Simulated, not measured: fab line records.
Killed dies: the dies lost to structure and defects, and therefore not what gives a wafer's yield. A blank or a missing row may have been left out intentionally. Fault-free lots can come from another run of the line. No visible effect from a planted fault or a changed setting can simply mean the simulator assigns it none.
The tool behind it: which one? | flow berkeley_cmos170 | Sampling: 15 lots, 45 wafers, 6 of 331 route steps

## WHAT THE GAUGES SHOWED, per wafer
UCB170_M2_RS_MEAS_02: the measuring method here is four-point-probe. Usual: for M2_AL_RS the level is 0.03217 ohm/sq and the standard deviation is 0.00028.
lot  | measured     | on            | M2_AL_RS (ohm/sq)       | flag
L415 | day 8 14:23  | film_metro-03 | 0.03153 0.03194 0.03177 |
L418 | day 9 04:01  | film_metro-04 | 0.03189 0.03164 0.03169 |
L419 | day 9 16:14  | film_metro-03 | 0.01594 0.01596 0.01593 | OFF
L422 | day 9 17:58  | film_metro-03 | 0.01579 0.0159 0.01596  | OFF
L424 | day 10 04:06 | film_metro-01 | 0.03216 0.03239 0.03218 |
L423 | day 10 05:04 | film_metro-03 | 0.01617 0.01599 0.01595 | OFF
L427 | day 10 16:03 | film_metro-01 | 0.03195 0.03233 0.03203 |
L428 | day 11 03:04 | film_metro-01 | 0.0316 0.03172 0.03219  |
L430 | day 11 05:28 | film_metro-03 | 0.03221 0.03226 0.0319  |
L431 | day 11 09:47 | film_metro-04 | 0.03211 0.0321 0.03211  |
L433 | day 11 12:08 | film_metro-01 | 0.03211 0.03268 0.03225 |
L434 | day 12 10:41 | film_metro-04 | 0.03216 0.03227 0.0325  |
L436 | day 12 11:01 | film_metro-01 | 0.03218 0.03204 0.03237 |
L437 | day 13 02:16 | film_metro-04 | 0.03227 0.03212 0.03228 |
L438 | day 13 03:28 | film_metro-04 | 0.03172 0.03174 0.03213 |

UCB170_M2_THK_MEAS_03: measures by xrf. Usual: for M2_AL_THK the level is 890 nm and the standard deviation is 9.5.
lot  | measured     | on            | M2_AL_THK (nm) | flag
L415 | day 8 14:30  | film_metro-03 | 915 905 911    |
L418 | day 9 04:08  | film_metro-04 | 891 903 897    |
L419 | day 9 16:26  | film_metro-03 | 1795 1797 1805 | OFF
L422 | day 9 18:05  | film_metro-03 | 1803 1795 1796 | OFF
L424 | day 10 04:13 | film_metro-01 | 884 874 886    |
L423 | day 10 05:10 | film_metro-03 | 1776 1804 1811 | OFF
L427 | day 10 16:10 | film_metro-01 | 890 877 892    |
L428 | day 11 03:09 | film_metro-01 | 900 897 888    |
L430 | day 11 05:35 | film_metro-03 | 894 891 896    |
L431 | day 11 09:53 | film_metro-04 | 886 883 890    |
L433 | day 11 12:14 | film_metro-01 | 891 874 880    |
L434 | day 12 10:49 | film_metro-04 | 890 885 876    |
L436 | day 12 11:07 | film_metro-01 | 889 886 879    |
L437 | day 13 02:23 | film_metro-04 | 882 887 882    |
L438 | day 13 03:34 | film_metro-04 | 895 901 889    |

UCB170_V2_BOW_MEAS_03. Usual: for V2_BOW the level is 35 um and the standard deviation is 7.5.
lot  | measured     | on            | V2_BOW (um) | flag
L415 | day 8 17:37  | film_metro-04 | 27 34 39    |
L418 | day 9 07:02  | film_metro-01 | 48 33 36    |
L424 | day 10 08:21 | film_metro-04 | 35 14 33    |
L427 | day 10 19:20 | film_metro-02 | 31 37 32    |
L428 | day 11 07:55 | film_metro-01 | 28 33 30    |
L430 | day 11 09:08 | film_metro-02 | 21 34 33    |
L431 | day 11 13:04 | film_metro-04 | 24 47 39    |
L433 | day 11 15:02 | film_metro-04 | 36 42 35    |
L434 | day 12 13:46 | film_metro-02 | 38 44 38    |
L436 | day 12 14:28 | film_metro-01 | 21 21 31    |
L437 | day 13 06:56 | film_metro-04 | 50 44 38    |
L438 | day 13 07:21 | film_metro-04 | 45 36 49    |

## EACH LOT AND THE TOOL THAT RAN IT (in order: tool; ch and the chambers of the sampled wafers; start)
lot  | UCB170_SDANNEAL_RTA_01           | UCB170_CONTACT_RTA_08            | UCB170_M2_SPUTTER_01
L415 | rtp_anneal-01 ch 0, day 7 22:56  | rtp_anneal-01 ch 0, day 8 02:37  | pvd_sputter-03, day 8 14:18
L418 | rtp_anneal-02 ch 0, day 8 16:44  | rtp_anneal-02 ch 0, day 8 20:23  | pvd_sputter-02, day 9 03:56
L419 | rtp_anneal-01 ch 0, day 9 02:56  | rtp_anneal-01 ch 0, day 9 06:38  | pvd_sputter-02, day 9 15:55
L422 | rtp_anneal-02 ch 0, day 9 03:09  | rtp_anneal-02 ch 0, day 9 08:47  | pvd_sputter-01, day 9 17:38
L424 | rtp_anneal-01 ch 0, day 9 14:50  | rtp_anneal-01 ch 0, day 9 18:31  | pvd_sputter-02, day 10 04:01
L423 | rtp_anneal-02 ch 0, day 9 15:16  | rtp_anneal-02 ch 0, day 9 18:58  | pvd_sputter-03, day 10 04:41
L427 | rtp_anneal-01 ch 0, day 10 00:31 | rtp_anneal-01 ch 0, day 10 05:42 | pvd_sputter-01, day 10 15:57
L428 | rtp_anneal-01 ch 0, day 10 15:26 | rtp_anneal-01 ch 0, day 10 19:05 | pvd_sputter-01, day 11 02:55
L430 | rtp_anneal-02 ch 0, day 10 15:52 | rtp_anneal-02 ch 0, day 10 20:09 | pvd_sputter-03, day 11 05:22
L431 | rtp_anneal-02 ch 0, day 10 20:46 | rtp_anneal-02 ch 0, day 11 00:25 | pvd_sputter-01, day 11 09:39
L433 | rtp_anneal-01 ch 0, day 10 21:17 | rtp_anneal-01 ch 0, day 11 02:07 | pvd_sputter-01, day 11 12:02
L434 | rtp_anneal-02 ch 0, day 11 20:50 | rtp_anneal-01 ch 0, day 12 00:38 | pvd_sputter-01, day 12 10:37
L436 | rtp_anneal-01 ch 0, day 11 20:52 | rtp_anneal-02 ch 0, day 12 00:41 | pvd_sputter-02, day 12 10:52
L437 | rtp_anneal-02 ch 0, day 12 12:50 | rtp_anneal-02 ch 0, day 12 17:48 | pvd_sputter-02, day 13 02:11
L438 | rtp_anneal-01 ch 0, day 12 13:08 | rtp_anneal-01 ch 0, day 12 18:02 | pvd_sputter-01, day 13 03:21
- UCB170_SDANNEAL_RTA_01: time 5 s.
- UCB170_CONTACT_RTA_08: time 10 s.
- UCB170_M2_SPUTTER_01: material Al, target thk 900 nm, time 120 s.

## AS READ BY THE TOOLS THEMSELVES (means over the sampled wafers that have a number; for cases with no such wafer, the mark the record gives instead)
UCB170_SDANNEAL_RTA_01. Usual: lamp_power_pct 35 %, standard deviation 3.4; wafer_temp_C_max 1054.2, standard deviation 0.88.
lot  | tool          | lamp_power_pct (%) | wafer_temp_C_max | flag
L415 | rtp_anneal-01 | 38                 | 1055.0           |
L418 | rtp_anneal-02 | 31                 | 1054.4           |
L419 | rtp_anneal-01 | 38                 | 1053.5           |
L422 | rtp_anneal-02 | 31                 | 1054.7           |
L424 | rtp_anneal-01 | 38                 | 1054.2           |
L423 | rtp_anneal-02 | 31                 | 1054.6           |
L427 | rtp_anneal-01 | 38                 | 1054.9           |
L428 | rtp_anneal-01 | 38                 | 1053.9           |
L430 | rtp_anneal-02 | 31                 | 1054.6           |
L431 | rtp_anneal-02 | 31                 | 1054.8           |
L433 | rtp_anneal-01 | 38                 | 1054.1           |
L434 | rtp_anneal-02 | 31                 | 1053.7           |
L436 | rtp_anneal-01 | 38                 | 1054.0           |
L437 | rtp_anneal-02 | 31                 | 1054.3           |
L438 | rtp_anneal-01 | 38                 | 1053.4           |

UCB170_CONTACT_RTA_08. Usual: lamp_power_pct 22.9 %, standard deviation 2.2; wafer_temp_C_max 903.5, standard deviation 0.68.
lot  | tool          | lamp_power_pct (%) | wafer_temp_C_max | flag
L415 | rtp_anneal-01 | 24.8               | 903.4            |
L418 | rtp_anneal-02 | 20.3               | 902.4            |
L419 | rtp_anneal-01 | 24.8               | 903.6            |
L422 | rtp_anneal-02 | 20.3               | 903.6            |
L424 | rtp_anneal-01 | 24.8               | 903.9            |
L423 | rtp_anneal-02 | 20.3               | 903.5            |
L427 | rtp_anneal-01 | 24.8               | 903.2            |
L428 | rtp_anneal-01 | 24.8               | 903.7            |
L430 | rtp_anneal-02 | 20.3               | 903.1            |
L431 | rtp_anneal-02 | 20.3               | 903.4            |
L433 | rtp_anneal-01 | 24.8               | 903.4            |
L434 | rtp_anneal-01 | 24.8               | 903.4            |
L436 | rtp_anneal-02 | 20.3               | 903.5            |
L437 | rtp_anneal-02 | 20.3               | 903.5            |
L438 | rtp_anneal-01 | 24.8               | 903.4            |

UCB170_M2_SPUTTER_01. Usual: throttle_valve_pct at 29.7 %, with a standard deviation of 1.1.
lot  | tool           | throttle_valve_pct (%) | flag
L415 | pvd_sputter-03 | 29.8                   |
L418 | pvd_sputter-02 | 30.5                   |
L419 | pvd_sputter-02 | 30.3                   |
L422 | pvd_sputter-01 | 29.2                   |
L424 | pvd_sputter-02 | 30.0                   |
L423 | pvd_sputter-03 | 28.8                   |
L427 | pvd_sputter-01 | 29.6                   |
L428 | pvd_sputter-01 | 29.5                   |
L430 | pvd_sputter-03 | 28.7                   |
L431 | pvd_sputter-01 | 29.0                   |
L433 | pvd_sputter-01 | 28.9                   |
L434 | pvd_sputter-01 | 28.5                   |
L436 | pvd_sputter-02 | 29.7                   |
L437 | pvd_sputter-02 | 31.4                   |
L438 | pvd_sputter-01 | 29.2                   |

## THE ANSWER, worked out from the rows above alone
Rule: lot off if the mean of its wafers having a number is beyond 3 standard deviations from the usual mean. A lot without any number at a reading at which 4 lots or more have one is off too. Any other lot the step has rows for is counted as sound. Order of review: gauges by route order, followed by the tools' own readings, for which a lot's mean as printed above is used. The first step at which some lot is off is used, and at that step the reading that is off furthest; a lot without a number counts as furthest.
Off: L419, L422, L423, seen at UCB170_M2_RS_MEAS_02 (M2_AL_RS).
A tool fits if, at a process step before that reading, it ran every lot that is off, and no sound lot after the first of them. The gauges at UCB170_M2_RS_MEAS_02 are tried like those tools. No candidate that was tried fits.

## WHAT HAD BEEN PUT IN BY THE SIMULATOR
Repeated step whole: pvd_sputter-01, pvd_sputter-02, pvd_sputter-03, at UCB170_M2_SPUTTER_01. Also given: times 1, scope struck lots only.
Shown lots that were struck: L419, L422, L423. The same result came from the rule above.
